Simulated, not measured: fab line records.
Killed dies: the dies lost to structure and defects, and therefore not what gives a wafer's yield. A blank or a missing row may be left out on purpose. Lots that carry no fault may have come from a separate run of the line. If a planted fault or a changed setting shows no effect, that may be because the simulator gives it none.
Problem report, 8D (eight disciplines) form, completed by code || flow berkeleyCmos170 || the parts of the form that need people (team, actions taken, sign-off) are left out

## 1. THE PROBLEM
Mean of heaterPowerTotalW at UCB170_V1_SOFTBAKE_08: 60.26 W across 9 wafers in 3 lots; on wafers with no fault it is 56.80 W (standard deviation 0.046). Relative to the usual mean, that is a shift of +75 standard deviations.
The step: time 60 s.
First observed at day 10 08:59: wafer L371.1, on lithoTrack-01. At this step, 45 wafers from 15 lots have a number in the record. Rule for "out" (also "out of limits"): further than 4 standard deviations from the usual mean. Any other wafer with a number is counted as sound.

## 2. WHAT IT IS; WHAT IT IS NOT
{"question": "which readings at this step", "is": "heaterPowerTotalW, runLengthS", "is not": "-"}
{"question": "which lots", "is": "L371, L373, L374", "is not": "L362, L363, L364, L366, L367, L369, L378, L379, L381, L382, L383, L385"}
{"question": "which wafers of those lots", "is": "all that have a number", "is not": "-"}
{"question": "read on which tools", "is": "lithoTrack-01", "is not": "lithoTrack-02, lithoTrack-04"}
{"question": "when", "is": "from day 10 08:59", "is not": "up to then (18 sound wafers); but 18 sound wafers of L378, L379, L381, L382, L383, L385 came after"}

## 3. THE SUSPECTS, EACH WITH WHAT RULES IT OUT
Counting: any tool at a process step up to the reading is kept as a suspect provided that every lot that is out went through it and no sound lot did after the first of them.
- lithoTrack-01 at UCB170_V1_SOFTBAKE_08 (time 60 s): kept. Every lot that is out went through it, starting with L371 (day 10 08:59), and after that it ran no sound lot; the last sound lot it ran before then is L366 (day 9 20:40). Its own heaterPowerTotalW, runLengthS readings are out on those wafers.
After counting, what remains is lithoTrack-01 at UCB170_V1_SOFTBAKE_08.

## 4. THE CAUSE (what the simulator had put in)
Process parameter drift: lithoTrack-01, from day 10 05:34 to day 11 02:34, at UCB170_V1_SOFTBAKE_08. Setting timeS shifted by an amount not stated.
This tool alone remained once counting was done.

## 5. THE EFFECT CHAIN, in route order
Each row: a reading where the mean over the struck wafers with a number is more than 3 standard deviations away from the usual. Only readings whose record carries a usual standard deviation are examined. hours: median over the lots of the time between each lot's start at the first step of this table that gives one and its start at this step. sigmas: the change, counted in usual standard deviations.
{"hours": 0, "step": "UCB170_V1_SOFTBAKE_08", "reading": "heaterPowerTotalW", "usual": "56.80 W", "on struck wafers": 60.26, "change": "+3.46", "sigmas": "+75"}
{"hours": 0, "step": "UCB170_V1_SOFTBAKE_08", "reading": "runLengthS", "usual": "89.17 s", "on struck wafers": 77.91, "change": -11.26, "sigmas": -47}
Here are the process steps it includes:
- UCB170_V1_SOFTBAKE_08: time 60 s.
Later measuring or inspecting steps at which every struck wafer that the step has a row for has a number for every such reading, and none has moved that far: UCB170_M2_RS_MEAS_02.

## 6. HOW IT WOULD HAVE BEEN CAUGHT EARLIER
In this record the first reading out of limits was taken at day 10 08:59, 3 hours after the fault began at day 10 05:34.
